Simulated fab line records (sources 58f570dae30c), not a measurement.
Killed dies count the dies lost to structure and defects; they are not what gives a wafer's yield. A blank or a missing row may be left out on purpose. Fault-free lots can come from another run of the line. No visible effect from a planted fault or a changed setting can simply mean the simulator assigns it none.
Struck lot and sound lot, side by side	flow berkeley cmos170	43 steps out of a route of 331
Sound: the wafers L149.2, L149.4, L149.6. The struck wafers were L163.2, L163.4, L163.6. The cause is named last.
Order at every step that has rows: each side's tool, ch and its chambers, its first start. Under that, the readings that differ: sound wafers	struck wafers	difference of the means	sigmas: that difference in standard deviations of wafers without a fault.
alike: words and numbers the same on both sides, and readings whose means are apart by under 2 such deviations; not compared: readings that were withheld, readings missing a value for some wafer, numbers with overlapping values and no deviation given by the record, and bounds like >300 which may hide the same value.
A row with sigmas, a row that says differs or no value, or rows on one side alone: a step with any of these is where the two part. Numbers that don't overlap but have no deviation are shown without sigmas and don't part them. A reading that every wafer of one side lacks parts them only if that side has two wafers or more.

UCB170_PLDD_STRIP_10: strips in O2.
  sound on plasma asher-03 ch 0,1, day 8 09:41; struck on plasma asher-01 ch 0,1, day 11 06:08
  alike: chamber pressure mTorr, drypump motor current A, oes product au, strip time to endpoint s
  not compared: rf hours counter h
UCB170_PLDD_TW_MEAS_11:
  sound on film metro-03 at day 8 09:48; struck on film metro-03 at day 11 06:14
  alike: PLDD_TW
then, 7 steps without rows for these wafers: UCB170_PLDD_CLEAN_12 (cleans in SPM, time 600 s); UCB170_NLDD_HMDS_00 (prime time 60 s); UCB170_NLDD_COAT_01 (resist thk 900 nm); UCB170_NLDD_SOFTBAKE_02 (time 60 s); UCB170_NLDD_EXPOSE_03 (exposes mask NSELECT, target cd 1200 nm); UCB170_NLDD_PEB_04; UCB170_NLDD_DEVELOP_05 (develop time 45 s).
UCB170_NLDD_CD_MEAS_06 targets a cd of 1200 nm.
  sound on cd sem-02 at day 8 11:13; struck on cd sem-01 at day 11 07:38
  alike: cd nm
UCB170_NLDD_OVL_MEAS_07:
  sound on overlay-01 at day 8 11:19; struck on overlay-01 at day 11 07:44
  alike: NLDD_OVL
next, for these wafers, 1 step has no rows: UCB170_NLDD_IMPLANT_08.
UCB170_NLDD_IMPLANT_09:
  sound on implanter-04 ch 0, day 8 11:32; struck on implanter-04 ch 0, day 11 07:56
reading	sound	struck	difference	sigmas
dose ions cm2	5.007e+13 4.997e+13 5.007e+13	7.264e+13 7.26e+13 7.263e+13	+2.259e+13	+99 or more
faraday current uA	155.7 160.2 155.8	220.1 231.8 233.7	+71.3	+24
  alike: beam energy keV, tilt deg
UCB170_NLDD_STRIP_10: strips in O2.
  sound on plasma asher-03 ch 0,1, day 8 11:40; struck on plasma asher-03 ch 0,1, day 11 08:04
  alike: chamber pressure mTorr, drypump motor current A, oes product au, strip time to endpoint s
  not compared: rf hours counter h
UCB170_NLDD_TW_MEAS_11:
  sound on film metro-04 at day 8 11:46; struck on film metro-03 at day 11 08:31
reading	sound	struck	difference	sigmas
NLDD_TW	2204 2213 2224	2287 2292 2290	+76	+3
  not compared: hold
then, 1 step without rows for these wafers: UCB170_SPACER_CVD_00 (deposits SiO2 from TEOS/O2, target thk 376 nm, time 47 s).
UCB170_SPACER_THK_MEAS_01:
  sound on film metro-01 at day 8 14:10; struck on film metro-03 at day 11 09:45
  alike: SPACER_TEOS_THK
then, 1 step without rows for these wafers: UCB170_SPACER_ANNEAL_02 (time 1800 s).
UCB170_SPACER_ETCHBACK_03: etches SiO2 in CHF3/CF4/Ar, stops on Si, target depth 376 nm, time 100 s.
  sound on rie diel-01 ch 1,3, day 8 18:35; struck on rie diel-02 ch 0,1,2, day 11 14:02
  alike: CHF3_flow_sccm, chamber pressure mTorr, drypump motor current A, oes product au, throttle valve pct
  not compared: rf hours counter h
then, 6 steps without rows for these wafers: UCB170_PSD_HMDS_00 (prime time 60 s); UCB170_PSD_COAT_01 (resist thk 900 nm); UCB170_PSD_SOFTBAKE_02 (time 60 s); UCB170_PSD_EXPOSE_03 (exposes mask PSELECT MOD, target cd 1200 nm); UCB170_PSD_PEB_04; UCB170_PSD_DEVELOP_05 (develop time 45 s).
UCB170_PSD_CD_MEAS_06 targets a cd of 1200 nm.
  sound on cd sem-01 at day 8 20:08; struck on cd sem-01 at day 11 15:17
  alike: cd nm
UCB170_PSD_OVL_MEAS_07:
  sound on overlay-02 at day 8 20:15; struck on overlay-02 at day 11 15:24
  alike: PSD_OVL
next, for these wafers, 1 step has no rows: UCB170_PSD_IMPLANT_08.
UCB170_PSD_STRIP_09: strips in O2.
  sound on plasma asher-02 ch 0, day 8 20:26; struck on plasma asher-03 ch 0,1, day 11 15:35
  alike: chamber pressure mTorr, drypump motor current A, oes product au, strip time to endpoint s
  not compared: rf hours counter h
UCB170_PSD_TW_MEAS_10:
  sound on film metro-02 at day 8 20:32; struck on film metro-02 at day 11 15:41
  alike: PSD_TW
then, 7 steps without rows for these wafers: UCB170_PSD_CLEAN_11 (cleans in SPM, time 600 s); UCB170_NSD_HMDS_00 (prime time 60 s); UCB170_NSD_COAT_01 (resist thk 900 nm); UCB170_NSD_SOFTBAKE_02 (time 60 s); UCB170_NSD_EXPOSE_03 (exposes mask NSELECT MOD, target cd 1200 nm); UCB170_NSD_PEB_04; UCB170_NSD_DEVELOP_05 (develop time 45 s).
UCB170_NSD_CD_MEAS_06 targets a cd of 1200 nm.
  sound on cd sem-01 at day 8 22:39; struck on cd sem-01 at day 11 18:22
  alike: cd nm
UCB170_NSD_OVL_MEAS_07:
  sound on overlay-02 at day 8 22:45; struck on overlay-01 at day 11 18:29
  alike: NSD_OVL
next, for these wafers, 1 step has no rows: UCB170_NSD_IMPLANT_08.
UCB170_NSD_STRIP_09: strips in O2.
  sound on plasma asher-02 ch 0,1, day 8 22:56; struck on plasma asher-02 ch 0,1, day 11 18:40
  alike: chamber pressure mTorr, drypump motor current A, oes product au, strip time to endpoint s
  not compared: rf hours counter h
UCB170_SDANNEAL_RS_MEAS_05: measurement is done with a four-point probe.
  sound on film metro-03 at day 9 01:13; struck on film metro-03 at day 11 20:34
reading	sound	struck	difference	sigmas
NLDD_RS (ohm/sq)	619.3 619.9 619.1	537.7 536.9 538.6	-81.7	-68
  not compared: hold
UCB170_M3_PROBE_99:
  rows exist in the record for the sound wafers here (prober-02, day 10 00:45), none for the struck ones

== WHERE THEY PART ==
Last at UCB170_M3_PROBE_99 as far as this record goes, first at UCB170_NLDD_IMPLANT_09.

WHY: whatever the simulator had introduced
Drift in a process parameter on implanter-04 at UCB170_NLDD_IMPLANT_09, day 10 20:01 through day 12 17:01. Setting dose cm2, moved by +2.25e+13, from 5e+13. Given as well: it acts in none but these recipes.
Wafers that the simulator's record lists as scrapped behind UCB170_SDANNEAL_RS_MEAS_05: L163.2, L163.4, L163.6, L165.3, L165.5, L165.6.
